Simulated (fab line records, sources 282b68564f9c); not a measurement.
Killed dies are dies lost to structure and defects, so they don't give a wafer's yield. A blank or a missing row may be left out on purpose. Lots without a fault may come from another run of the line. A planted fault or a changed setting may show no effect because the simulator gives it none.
A struck lot beside a sound one | flow rit_cmos | 17 steps out of a route of 202
Sound: wafers L688.3, L688.4, L688.5. Struck: wafers L700.2, L700.3, L700.4. The cause comes at the end.
At each step with rows: each side's tool, then ch and its chambers, then its first start. Under that, the readings that differ: sound wafers | struck wafers | difference of the means | sigmas: that difference in standard deviations of wafers without a fault.
alike: readings whose means differ by less than 2 such deviations, and words and numbers that are the same on both sides. not compared: withheld readings, readings that some wafer has no value for, bounds like >300 that may hide the same value, and numbers for which the record gives no deviation and whose values overlap.
The two part at a step that has a row with sigmas, a row that says differs or no value, or rows on one side only. Numbers that don't overlap but have no deviation are shown without sigmas and don't part them. A reading that every wafer of one side lacks parts them only if that side has two wafers or more.

RIT_PWELL_TW_MEAS_10:
  sound on film_metro-01, day 2 09:26; struck on film_metro-03, day 4 23:01
  reading  | sound       | struck      | difference | sigmas
  PWELL_TW | 956 959 956 | 933 928 928 | -27        | -2
then, 1 step without rows for these wafers: RIT_WELLDRIVE_ANNEAL_00 (time 14700 s).
RIT_WELLDRIVE_RS_MEAS_01: measures by four-point-probe.
  sound on film_metro-04, day 2 14:40; struck on film_metro-01, day 5 06:20
  alike: NWELL_RS
RIT_WELLDRIVE_RS_MEAS_02: measures by four-point-probe.
  sound on film_metro-04, day 2 14:47; struck on film_metro-01, day 5 06:27
  alike: PWELL_RS
then, 6 steps without rows for these wafers: RIT_NRETRO_HMDS_00 (prime time 60 s); RIT_NRETRO_COAT_01 (resist thk 1300 nm); RIT_NRETRO_SOFTBAKE_02 (time 60 s); RIT_NRETRO_EXPOSE_03 (exposes mask M4, target cd 43900 nm); RIT_NRETRO_PEB_04; RIT_NRETRO_DEVELOP_05 (develop time 68 s).
RIT_NRETRO_OVL_MEAS_06:
  sound on overlay-01, day 2 15:46; struck on overlay-01, day 5 07:26
  reading         | sound       | struck         | difference | sigmas
  NRETRO_OVL (nm) | 2.0 0.0 1.2 | -1.4 -3.2 -2.8 | -3.5       | -2
then, 1 step without rows for these wafers: RIT_NRETRO_HARDBAKE_07 (time 120 s).
RIT_NRETRO_IMPLANT_08:
  sound on implanter-01 ch 0, day 2 16:05; struck on implanter-01 ch 0, day 5 07:56
  reading            | sound                          | struck                          | difference | sigmas
  dose_ions_cm2      | 9.982e+12 9.984e+12 1.0003e+13 | 1.099e+13 1.0998e+13 1.0997e+13 | +1.005e+12 | +91
  faraday_current_uA | 32.0 32.1 31.9                 | 34.4 35.4 35.6                  | +3.1       | +5
RIT_NRETRO_STRIP_09: strips in O2, time 180 s.
  sound on plasma_asher-01 ch 0,1, day 2 16:15; struck on plasma_asher-01 ch 0,1, day 5 08:04
  alike: drypump_motor_current_A
  not compared: rf_hours_counter_h
RIT_NRETRO_TW_MEAS_10:
  sound on film_metro-02, day 2 16:23; struck on film_metro-04, day 5 08:15
  reading   | sound          | struck         | difference | sigmas
  NRETRO_TW | 1042 1053 1048 | 1081 1079 1081 | +33        | +8
then, 1 step without rows for these wafers: RIT_PRETRO_HMDS_00 (prime time 60 s).
RIT_M1_PROBE_99:
  sound on prober-01, day 3 23:01; struck on prober-01, day 6 14:31
  reading                             | sound            | struck            | difference | sigmas
  model.etest.cap_p_gate.c_min_ff_um2 | 2.31 2.312 2.297 | 2.367 2.362 2.358 | +0.056     |
  alike: killed_at_contacts, killed_at_front_end, killed_dies, killed_open, killed_short
  not compared: model.etest.pmos_narrow.vt_v, model.etest.pmos_0p3.vt_sat_v

WHERE THEY PART
First at RIT_PWELL_TW_MEAS_10; last, within this record, at RIT_NRETRO_TW_MEAS_10. Later steps at which nothing parts them and some readings are alike: RIT_M1_PROBE_99.

WHY: what the simulator had put in
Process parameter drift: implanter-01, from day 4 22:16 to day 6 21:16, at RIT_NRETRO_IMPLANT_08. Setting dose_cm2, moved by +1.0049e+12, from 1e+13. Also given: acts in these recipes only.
